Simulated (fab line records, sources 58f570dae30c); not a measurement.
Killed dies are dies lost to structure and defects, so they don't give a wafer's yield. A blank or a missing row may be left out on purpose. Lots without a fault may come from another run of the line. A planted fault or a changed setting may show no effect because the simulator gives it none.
Split-lot experiment | flow berkeley_cmos170 | 5 lots, 23 wafers read, on a route of 331 steps

THE SPLIT
At UCB170_SILICIDE_SPUTTER_01 (material Ti, target thk 30 nm, time 25 s), the setting power_w was moved away from the recipe's 1500 W on 12 of the 23 wafers read, by -4.2% to +11.0%. The other wafers ran this setting at the recipe's value.

FROM THE SPLIT TO THE READING: what the file shows between them, 1 step
- UCB170_SILICIDE_RS_MEAS_02: measures by four-point-probe

THE READING
SILICIDE_TI_THK, in nm, at UCB170_SILICIDE_THK_MEAS_03 (measures by xrf). Fault-free wafers of this fab line usually give 30.24 nm, standard deviation 0.29 nm.

wafer  | tool, chamber at the split | power_w as run, W | against the recipe | SILICIDE_TI_THK, nm | against lot-mates on the recipe
L075.1 | pvd_sputter-02, -          | 1500              | recipe             | 30.07               | -
L075.3 | pvd_sputter-02, -          | 1646              | +9.7%              | 32.88               | +2.78
L075.4 | pvd_sputter-02, -          | 1500              | recipe             | 30.14               | -
L075.5 | pvd_sputter-02, -          | 1646              | +9.7%              | 32.92               | +2.82
L075.6 | pvd_sputter-02, -          | 1646              | +9.7%              | 32.86               | +2.75
L078.1 | pvd_sputter-01, -          | 1500              | recipe             | 30.69               | -
L078.5 | pvd_sputter-01, -          | 1500              | recipe             | 30.63               | -
L078.6 | pvd_sputter-01, -          | 1500              | recipe             | 30.30               | -
L082.1 | pvd_sputter-01, -          | 1500              | recipe             | 30.04               | -
L082.2 | pvd_sputter-01, -          | 1584              | +5.6%              | 31.75               | +1.63
L082.3 | pvd_sputter-01, -          | 1500              | recipe             | 30.19               | -
L082.5 | pvd_sputter-01, -          | 1584              | +5.6%              | 31.83               | +1.71
L082.6 | pvd_sputter-01, -          | 1584              | +5.6%              | 32.13               | +2.02
L085.1 | pvd_sputter-04, -          | 1665              | +11.0%             | 33.64               | +3.26
L085.2 | pvd_sputter-04, -          | 1500              | recipe             | 30.11               | -
L085.4 | pvd_sputter-04, -          | 1665              | +11.0%             | 33.31               | +2.93
L085.5 | pvd_sputter-04, -          | 1665              | +11.0%             | 33.83               | +3.45
L085.6 | pvd_sputter-04, -          | 1500              | recipe             | 30.65               | -
L084.1 | pvd_sputter-02, -          | 1437              | -4.2%              | 28.48               | -1.04
L084.2 | pvd_sputter-02, -          | 1437              | -4.2%              | 28.79               | -0.73
L084.3 | pvd_sputter-02, -          | 1500              | recipe             | 29.53               | -
L084.4 | pvd_sputter-02, -          | 1500              | recipe             | 29.51               | -
L084.6 | pvd_sputter-02, -          | 1437              | -4.2%              | 28.44               | -1.08

THE FIT
A straight line over all 23 wafers: SILICIDE_TI_THK changes by +0.311 nm for each +1% of power_w; r = +0.98; the points scatter about the line by 0.33 nm.
The same after taking each lot's own level away (the mean of its wafers on the recipe; 23 wafers): +0.282 nm for each +1%; r = +0.99; scatter 0.19 nm.
On that fit, the largest move of power_w shifts the reading by 3.1 nm.
The lots' own levels span 29.520 to 30.540 nm, that is 3.5 times the standard deviation above.
So the lot-to-lot level changes the slope: the two fits differ.
Check: with one of the wafers moved furthest among these (+11.0%) left out of the fit, the line predicts +3.17 nm for it against its lot-mates. It came out at +3.26 nm against them.

OTHER SPLITS ON THESE WAFERS
These wafers also went through other splits before the reading. Each is held against what the fit with the lots' levels taken away leaves over:
other split on the same wafers        | wafers away from the commonest value | r with SILICIDE_TI_THK (lot level and that fit taken away)
UCB170_NVT_IMPLANT_07 tilt_deg        | 8                                    | -0.06
UCB170_GATE_CVD_04 time_s             | 15                                   | -0.12
UCB170_GATE_ETCH_14 source_w          | 7                                    | +0.01
UCB170_SPACER_ANNEAL_02 temp_c        | 18                                   | +0.13
UCB170_BACKSIDE_COAT_01 resist_thk_nm | 7                                    | -0.24

THE WHOLE CHAIN: every reading that the file lists as answering this split, in the file's order
step                        | what it does                             | reading                                                                           | change (the file's fit)               | r (the file's)
UCB170_SILICIDE_SPUTTER_01  | material Ti, target thk 30 nm, time 25 s | Ti_of_SILICIDE_SPUTTER_01.thk_nm (the simulator's own value, which no gauge read) | +0.286 nm for each +1% of the setting | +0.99
UCB170_SILICIDE_RS_MEAS_02  | measures by four-point-probe             | SILICIDE_TI_RS                                                                    | -0.266 for each +1% of the setting    | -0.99
UCB170_SILICIDE_THK_MEAS_03 | measures by xrf                          | SILICIDE_TI_THK                                                                   | +0.289 for each +1% of the setting    | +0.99

THE FILE'S OWN FIT
SILICIDE_TI_THK changes by +0.289 nm for each +1% of power_w, r = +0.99.
